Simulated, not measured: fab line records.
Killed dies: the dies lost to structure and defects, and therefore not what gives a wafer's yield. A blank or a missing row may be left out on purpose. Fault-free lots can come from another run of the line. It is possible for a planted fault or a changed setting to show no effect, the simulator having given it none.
fab line records + flow berkeleyCmos170
record:
- lots: 11
- wafers: 33
- lastDay: 12
route steps=331 shown PSD@181 M1@242 V1@256
lots with no fault: from the same line, run without faults
startH: hours from the record's first day to the start of the lot's first wafer shown + waitH: time in hours since the lot's previous step + " as in the row above + L1.1+2: one row covering several wafers at once + - value missing, or start not given + * or withheld: withheld + < > ~ a bound
route shown NAME@n: a module of which the file shows steps, and the number in the route of the first + usual: average and standard deviation across the fault-free wafers + same: alike in all rows + chamber/n: place in a boat + sites: each site's reading + _std_site: the values' standard deviation + _edge_site: the outer-site mean with the inner-site mean subtracted + radiusMm: for every site, how far away it sits from the centre of the wafer + mask NAME#n: copy n + behind: the most recent tool/chamber to have shaped the wafer + hold: cause of the lot's hold/its duration in hours/its outcome + device: whichever transistor did not switch (one of n, p or np) + end of line: tests run on the same wafers once the route is complete + step lacking rows: just its recipe + killed: count of dies lost to structure and defects at first sort (not the wafer's yield) + map: dies across one wafer; x = killed, . = not, _ = none there
set.NAME: the setting that was run; set.NAME@STEP: the one run at that earlier step + model.NAME: the simulator's own value behind a step, which no gauge read
a sample of lots followed through the steps of the route, with each step as a table and each wafer as a row
services: when a tool's chamber went out of use (startH, in hours from the record's first day, below 0 if earlier), for how many hours, and the reason
== steps ==
step: UCB170_PSD_CD_MEAS_06
recipe:
- targetCdNm: 1200
usual:
- cdNm: 1199.9/1.5
| lot.wafer | tool     | chamber | startH | waitH | cdNm   |
|-----------|----------|---------|--------|-------|--------|
| L314.2    | cdSem-02 | -       | 135.90 | -     | 1201.9 |
| L314.4    | "        | -       | "      | "     | 1202.4 |
| L314.5    | "        | -       | "      | "     | 1201.7 |
| L315.2    | cdSem-01 | -       | 142.29 | -     | 1201.0 |
| L315.3    | "        | -       | "      | "     | 1201.5 |
| L315.4    | "        | -       | "      | "     | 1202.6 |
| L318.1    | cdSem-02 | -       | 155.95 | -     | 1201.9 |
| L318.4    | "        | -       | "      | "     | 1203.0 |
| L318.6    | "        | -       | "      | "     | 1201.2 |
| L316.1    | cdSem-02 | -       | 158.45 | -     | 1198.2 |
| L316.2    | "        | -       | "      | "     | 1196.6 |
| L316.3    | "        | -       | "      | "     | 1198.7 |
| L319.4    | cdSem-01 | -       | 162.43 | -     | 1201.2 |
| L319.5    | "        | -       | "      | "     | 1201.7 |
| L319.6    | "        | -       | "      | "     | 1202.1 |
| L317.4    | cdSem-01 | -       | 162.71 | -     | 1199.3 |
| L317.5    | "        | -       | "      | "     | 1197.7 |
| L317.6    | "        | -       | "      | "     | 1199.2 |
| L330.1    | cdSem-01 | -       | 209.66 | -     | 1198.7 |
| L330.3    | "        | -       | "      | "     | 1199.1 |
| L330.4    | "        | -       | "      | "     | 1200.0 |
| L331.3    | cdSem-01 | -       | 221.09 | -     | 1200.0 |
| L331.4    | "        | -       | "      | "     | 1200.3 |
| L331.6    | "        | -       | "      | "     | 1200.4 |
| L332.2    | cdSem-02 | -       | 221.30 | -     | 1198.5 |
| L332.4    | "        | -       | "      | "     | 1200.6 |
| L332.6    | "        | -       | "      | "     | 1197.8 |
| L337.2    | cdSem-01 | -       | 256.73 | -     | 1196.4 |
| L337.4    | "        | -       | "      | "     | 1197.0 |
| L337.6    | "        | -       | "      | "     | 1195.8 |
| L336.2    | cdSem-02 | -       | 256.81 | -     | 1201.5 |
| L336.3    | "        | -       | "      | "     | 1198.7 |
| L336.4    | "        | -       | "      | "     | 1200.3 |
step: UCB170_M1_COAT_04
recipe:
- resist: KrF
- spinRpm: 1500
- resistThkNm: 900
usual:
- spinSpeedRpm: 1500.1/0.87
| lot.wafer | tool          | chamber | startH | waitH | spinSpeedRpm |
|-----------|---------------|---------|--------|-------|--------------|
| L314.2    | lithoTrack-03 | 0       | 146    | -     | 1501.2       |
| L314.4    | "             | 0       | "      | "     | 1502.1       |
| L314.5    | "             | 0       | "      | "     | 1500.3       |
| L315.2    | lithoTrack-02 | 0       | 153    | -     | 1500.0       |
| L315.3    | "             | 0       | "      | "     | 1500.9       |
| L315.4    | "             | 0       | "      | "     | 1500.4       |
| L318.1    | lithoTrack-02 | 0       | 165    | -     | 1501.5       |
| L318.4    | "             | 0       | "      | "     | 1500.6       |
| L318.6    | "             | 0       | "      | "     | 1500.2       |
| L316.1    | lithoTrack-03 | 0       | 169    | -     | 1499.3       |
| L316.2    | "             | 0       | "      | "     | 1499.9       |
| L316.3    | "             | 0       | "      | "     | 1500.4       |
| L317.4    | lithoTrack-01 | 0       | 176    | -     | 1499.5       |
| L317.5    | "             | 0       | "      | "     | 1499.6       |
| L317.6    | "             | 0       | "      | "     | 1500.0       |
| L319.4    | lithoTrack-02 | 0       | 176    | -     | 1499.2       |
| L319.5    | "             | 0       | "      | "     | 1499.3       |
| L319.6    | "             | 0       | "      | "     | 1500.7       |
| L330.1    | lithoTrack-02 | 0       | 219    | -     | 1776.6       |
| L330.3    | "             | 0       | "      | "     | 1776.1       |
| L330.4    | "             | 0       | "      | "     | 1776.6       |
| L331.3    | lithoTrack-02 | 0       | 232    | -     | 1775.9       |
| L331.4    | "             | 0       | "      | "     | 1776.3       |
| L331.6    | "             | 0       | "      | "     | 1774.7       |
| L332.2    | lithoTrack-03 | 0       | 233    | -     | 1501.0       |
| L332.4    | "             | 0       | "      | "     | 1500.4       |
| L332.6    | "             | 0       | "      | "     | 1500.1       |
| L336.2    | lithoTrack-01 | 0       | 269    | -     | 1499.2       |
| L336.3    | "             | 0       | "      | "     | 1499.3       |
| L336.4    | "             | 0       | "      | "     | 1497.5       |
| L337.2    | lithoTrack-01 | 0       | 269    | -     | 1501.0       |
| L337.4    | "             | 0       | "      | "     | 1500.6       |
| L337.6    | "             | 0       | "      | "     | 1501.9       |
step: UCB170_M1_OVL_MEAS_10
usual:
- M1_OVL: 2/4.9
| lot.wafer | tool       | chamber | startH | waitH | M1_OVL[nm] |
|-----------|------------|---------|--------|-------|------------|
| L314.2    | overlay-01 | -       | 148.10 | 0.1   | 0          |
| L314.4    | "          | -       | "      | "     | -4         |
| L314.5    | "          | -       | "      | "     | -3         |
| L315.2    | overlay-02 | -       | 154.81 | 0.1   | -1         |
| L315.3    | "          | -       | "      | "     | -4         |
| L315.4    | "          | -       | "      | "     | -3         |
| L318.1    | overlay-01 | -       | 166.39 | 0.1   | 12         |
| L318.4    | "          | -       | "      | "     | 6          |
| L318.6    | "          | -       | "      | "     | 1          |
| L316.1    | overlay-02 | -       | 170.67 | 0.1   | 3          |
| L316.2    | "          | -       | "      | "     | -3         |
| L316.3    | "          | -       | "      | "     | -1         |
| L317.4    | overlay-01 | -       | 177.37 | 0.1   | 1          |
| L317.5    | "          | -       | "      | "     | 6          |
| L317.6    | "          | -       | "      | "     | 6          |
| L319.4    | overlay-02 | -       | 177.61 | 0.1   | 2          |
| L319.5    | "          | -       | "      | "     | -6         |
| L319.6    | "          | -       | "      | "     | 4          |
| L330.1    | overlay-01 | -       | 220.62 | 0.1   | 11         |
| L330.3    | "          | -       | "      | "     | 9          |
| L330.4    | "          | -       | "      | "     | 7          |
| L331.3    | overlay-02 | -       | 233.66 | 0.1   | 1          |
| L331.4    | "          | -       | "      | "     | 2          |
| L331.6    | "          | -       | "      | "     | 3          |
| L332.2    | overlay-01 | -       | 234.63 | 0.1   | 1          |
| L332.4    | "          | -       | "      | "     | 13         |
| L332.6    | "          | -       | "      | "     | -1         |
| L336.2    | overlay-02 | -       | 271.00 | 0.1   | -1         |
| L336.3    | "          | -       | "      | "     | 7          |
| L336.4    | "          | -       | "      | "     | 7          |
| L337.2    | overlay-02 | -       | 271.23 | 0.1   | 6          |
| L337.4    | "          | -       | "      | "     | 6          |
| L337.6    | "          | -       | "      | "     | -1         |
step: UCB170_M1_STRIP_13
recipe:
- chemistry: O2
- powerW: 400
- pressureMtorr: 3500
- platenTempC: withheld
- o2FlowSccm: 400
- overashFraction: 0.5
usual:
- drypumpMotorCurrentA: 5.94/0.28
- oesProductAu: 0.720/0.0045
| lot.wafer | tool           | chamber | startH | waitH | drypumpMotorCurrentA | oesProductAu | rfHoursCounterH |
|-----------|----------------|---------|--------|-------|----------------------|--------------|-----------------|
| L314.2    | plasmaAsher-04 | 1       | 148.30 | 0.1   | 6.46                 | 0.714        | 3               |
| L314.4    | "              | 0       | "      | "     | 5.81                 | 0.728        | -               |
| L314.5    | "              | 1       | "      | "     | 6.46                 | 0.716        | -               |
| L315.2    | plasmaAsher-04 | 1       | 155.02 | 0.1   | 6.47                 | 0.721        | 3               |
| L315.3    | "              | 1       | "      | "     | 6.45                 | 0.717        | -               |
| L315.4    | "              | 0       | "      | "     | 5.82                 | 0.724        | -               |
| L318.1    | plasmaAsher-03 | 1       | 166.65 | 0.1   | 5.88                 | 0.716        | 49              |
| L318.4    | "              | 0       | "      | "     | 5.78                 | 0.729        | -               |
| L318.6    | "              | 0       | "      | "     | 5.78                 | 0.716        | -               |
| L316.1    | plasmaAsher-04 | 1       | 171.02 | 0.2   | 6.44                 | 0.714        | 5               |
| L316.2    | "              | 0       | "      | "     | 5.84                 | 0.723        | 5               |
| L316.3    | "              | 1       | "      | "     | 6.44                 | 0.720        | -               |
| L317.4    | plasmaAsher-03 | 1       | 177.59 | 0.1   | 5.90                 | 0.724        | -               |
| L317.5    | "              | 1       | "      | "     | 5.90                 | 0.722        | -               |
| L317.6    | "              | 0       | "      | "     | 5.79                 | 0.718        | -               |
| L319.4    | plasmaAsher-02 | 0       | 177.83 | 0.1   | 5.57                 | 0.718        | -               |
| L319.5    | "              | 1       | "      | "     | 5.90                 | 0.711        | -               |
| L319.6    | "              | 0       | "      | "     | 5.56                 | 0.721        | -               |
| L330.1    | plasmaAsher-04 | 1       | 220.83 | 0.1   | 6.45                 | 0.704        | 10              |
| L330.3    | "              | 0       | "      | "     | 5.84                 | 0.697        | -               |
| L330.4    | "              | 1       | "      | "     | 6.46                 | 0.719        | -               |
| L331.3    | plasmaAsher-02 | 0       | 233.90 | 0.1   | 5.55                 | 0.702        | -               |
| L331.4    | "              | 1       | "      | "     | 5.94                 | 0.705        | -               |
| L331.6    | "              | 0       | "      | "     | 5.56                 | 0.704        | -               |
| L332.2    | plasmaAsher-04 | 0       | 234.83 | 0.1   | 5.82                 | 0.728        | 12              |
| L332.4    | "              | 0       | "      | "     | 5.81                 | 0.722        | -               |
| L332.6    | "              | 1       | "      | "     | 6.45                 | 0.727        | -               |
| L336.2    | plasmaAsher-03 | 1       | 271.20 | 0.1   | 5.90                 | 0.725        | 61              |
| L336.3    | "              | 0       | "      | "     | 5.82                 | 0.717        | -               |
| L336.4    | "              | 1       | "      | "     | 5.90                 | 0.716        | -               |
| L337.2    | plasmaAsher-02 | 1       | 271.44 | 0.1   | 5.92                 | 0.720        | 50              |
| L337.4    | "              | 0       | "      | "     | 5.55                 | 0.720        | -               |
| L337.6    | "              | 1       | "      | "     | 5.92                 | 0.725        | -               |
step: UCB170_V1_CMP_02
recipe:
- material: SiO2
- downForcePsi: 6
- platenRpm: 60
- padVelocityMS: 0.75398
usual:
- motorCurrentA: 15.6/2
| lot.wafer | tool   | chamber | startH | waitH | motorCurrentA |
|-----------|--------|---------|--------|-------|---------------|
| L314.2    | cmp-02 | 1       | 151.21 | 0.0   | 14.1          |
| L314.4    | "      | 0       | "      | "     | 18.2          |
| L314.5    | "      | 1       | "      | "     | 14.5          |
| L315.3    | cmp-01 | 2       | 159.93 | 0.0   | 12.4          |
| L315.2    | "      | 3       | "      | "     | 15.0          |
| L315.4    | "      | 0       | "      | "     | 18.1          |
| L318.4    | cmp-01 | 3       | 171.31 | 0.1   | 14.8          |
| L318.1    | "      | 1       | "      | "     | 14.7          |
| L318.6    | "      | 3       | "      | "     | 15.2          |
| L316.2    | cmp-02 | 2       | 173.98 | 0.0   | 17.8          |
| L316.3    | "      | 3       | "      | "     | 16.6          |
| L316.1    | "      | 1       | "      | "     | 14.5          |
| L317.4    | cmp-02 | 3       | 181.31 | 0.0   | 16.9          |
| L317.6    | "      | 3       | "      | "     | 16.6          |
| L317.5    | "      | 0       | "      | "     | 17.1          |
| L319.4    | cmp-01 | 3       | 181.36 | 0.1   | 15.9          |
| L319.6    | "      | 2       | "      | "     | 11.7          |
| L319.5    | "      | 3       | "      | "     | 15.3          |
| L330.1    | cmp-01 | 0       | 224.90 | 0.1   | 18.0          |
| L330.4    | "      | 1       | "      | "     | 14.2          |
| L330.3    | "      | 2       | "      | "     | 12.1          |
| L331.4    | cmp-02 | 2       | 236.75 | 0.0   | 16.8          |
| L331.3    | "      | 3       | "      | "     | 16.3          |
| L331.6    | "      | 3       | "      | "     | 16.7          |
| L332.4    | cmp-01 | 3       | 236.80 | 0.1   | 15.4          |
| L332.2    | "      | 1       | "      | "     | 15.0          |
| L332.6    | "      | 3       | "      | "     | 14.8          |
| L337.2    | cmp-01 | 1       | 274.33 | 0.0   | 14.5          |
| L337.4    | "      | 0       | "      | "     | 18.4          |
| L337.6    | "      | 2       | "      | "     | 12.1          |
| L336.4    | cmp-02 | 3       | 274.68 | 0.4   | 16.3          |
| L336.2    | "      | 0       | "      | "     | 18.7          |
| L336.3    | "      | 1       | "      | "     | 14.5          |
== services ==
| tool           | chamber | startH | hours | kind                          |
|----------------|---------|--------|-------|-------------------------------|
| cmp-01         | -       | 142.81 | 2.7   | repair                        |
| plasmaAsher-04 | -       | 164.98 | 2.8   | pm                            |
| cmp-02         | -       | 199.47 | 2.0   | repair                        |
| lithoTrack-02  | -       | 212.70 | -     | consumableReplace:filter      |
| cmp-01         | -       | 232.00 | 4.0   | pm                            |
| cmp-01         | -       | 236.00 | -     | consumableReplace:conditioner |
| cmp-01         | -       | 236.00 | -     | consumableReplace:pad         |
| plasmaAsher-02 | -       | 239.56 | 0.5   | repair                        |
| cmp-02         | -       | 242.59 | 0.6   | repair                        |
| cmp-02         | -       | 251.40 | 13.4  | pm                            |
| plasmaAsher-02 | -       | 261.21 | 2.8   | pm                            |
== key ==
firstSign:
- step: UCB170_M1_COAT_04
- reading: spinSpeedRpm
- direction: up
- sigmas: 99+
- usual: 1500.1
- struck: 1776.0
effect:
- step: UCB170_M1_STRIP_13
- reading: oesProductAu
- direction: down
- sigmas: 3.4
- usual: 0.720
- struck: 0.705
- wafersMoved: 5
metAt UCB170_M1_COAT_04
struckLots L330,L331
notActingAt UCB170_PSD_CD_MEAS_06,UCB170_M1_OVL_MEAS_10,UCB170_V1_CMP_02
onsetBetween 176 219
fault:
- kind: processParameterDrift
- tool: lithoTrack-02
- chamber: -
- onsetH: 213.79
- steps: UCB170_M1_COAT_04
- channel: spinRpm
- offset: 275.38
- shape: step
- endH: 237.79
- actsIn: theseRecipesOnly
- stated: 1500
